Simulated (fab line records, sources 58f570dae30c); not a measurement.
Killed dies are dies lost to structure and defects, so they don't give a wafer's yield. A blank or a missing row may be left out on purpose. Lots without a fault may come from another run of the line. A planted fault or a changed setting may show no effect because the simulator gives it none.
Problem report in the 8D (eight disciplines) form, filled by code | flow berkeley_cmos170 | the parts of the form that need people (team, actions taken, sign-off) are left out

1. THE PROBLEM
heater_power_total_W at UCB170_V2_PEB_10 reads a mean of 57.43 W on 6 wafers of 2 lots; wafers without a fault read 56.81 W with a standard deviation of 0.042. That is +15 standard deviations from the usual mean.
First seen on wafer L726.3, day 9 02:01, on litho_track-03. The record holds 39 wafers of 13 lots with a number at this step. Rule for "out", or "out of limits": more than 4 standard deviations from the usual mean. The other wafers with a number count as sound.

2. WHAT IT IS AND WHAT IT IS NOT
question                    | is                     | is not
which readings at this step | heater_power_total_W   | -
which lots                  | L726, L729             | L720, L721, L722, L724, L725, L731, L736, L740, L741, L742, L743
which wafers of those lots  | all that have a number | -
read on which tools         | litho_track-03         | litho_track-02, litho_track-04
when                        | from day 9 02:01       | up to then (15 sound wafers); but 18 sound wafers of L731, L736, L740, L741, L742, L743 came after

3. SUSPECTS, AND WHAT RULES EACH OUT
Counting: a tool at a process step up to the reading stays a suspect if it ran every lot that is out and no sound lot after the first of them.
- litho_track-03 at UCB170_V2_PEB_10: ruled out as a lasting fault. Sound lots L741 ran on it after its first lot that is out, L726 (day 9 02:01).
Left after counting: nothing in the record.

4. THE CAUSE (what the simulator had put in)
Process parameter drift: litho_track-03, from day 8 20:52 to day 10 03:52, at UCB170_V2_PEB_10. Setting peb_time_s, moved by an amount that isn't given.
Counting ruled it out, wrongly.

5. THE CHAIN OF EFFECTS, in route order
Each row: a reading whose mean over the struck wafers that have a number lies more than 3 standard deviations from the usual. Only readings for which the record gives a usual standard deviation are gone through. hours: the time from each lot's start at the first step in this table that gives one to its start at this step, as a median over the lots. sigmas: the change in usual standard deviations.
hours | step             | reading              | usual   | on struck wafers | change | sigmas
0     | UCB170_V2_PEB_10 | heater_power_total_W | 56.81 W | 57.43            | +0.62  | +15
The process steps in it:
- UCB170_V2_PEB_10
Later measuring or inspecting steps at which every struck wafer that the step has a row for has a number for every such reading, and none has moved that far: UCB170_V2_CD_MEAS_12, UCB170_M3_BOW_MEAS_20.

6. WHAT WOULD HAVE CAUGHT IT SOONER
In this record the first reading out of limits was taken at day 9 02:01, 5 hours after the fault began at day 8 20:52.
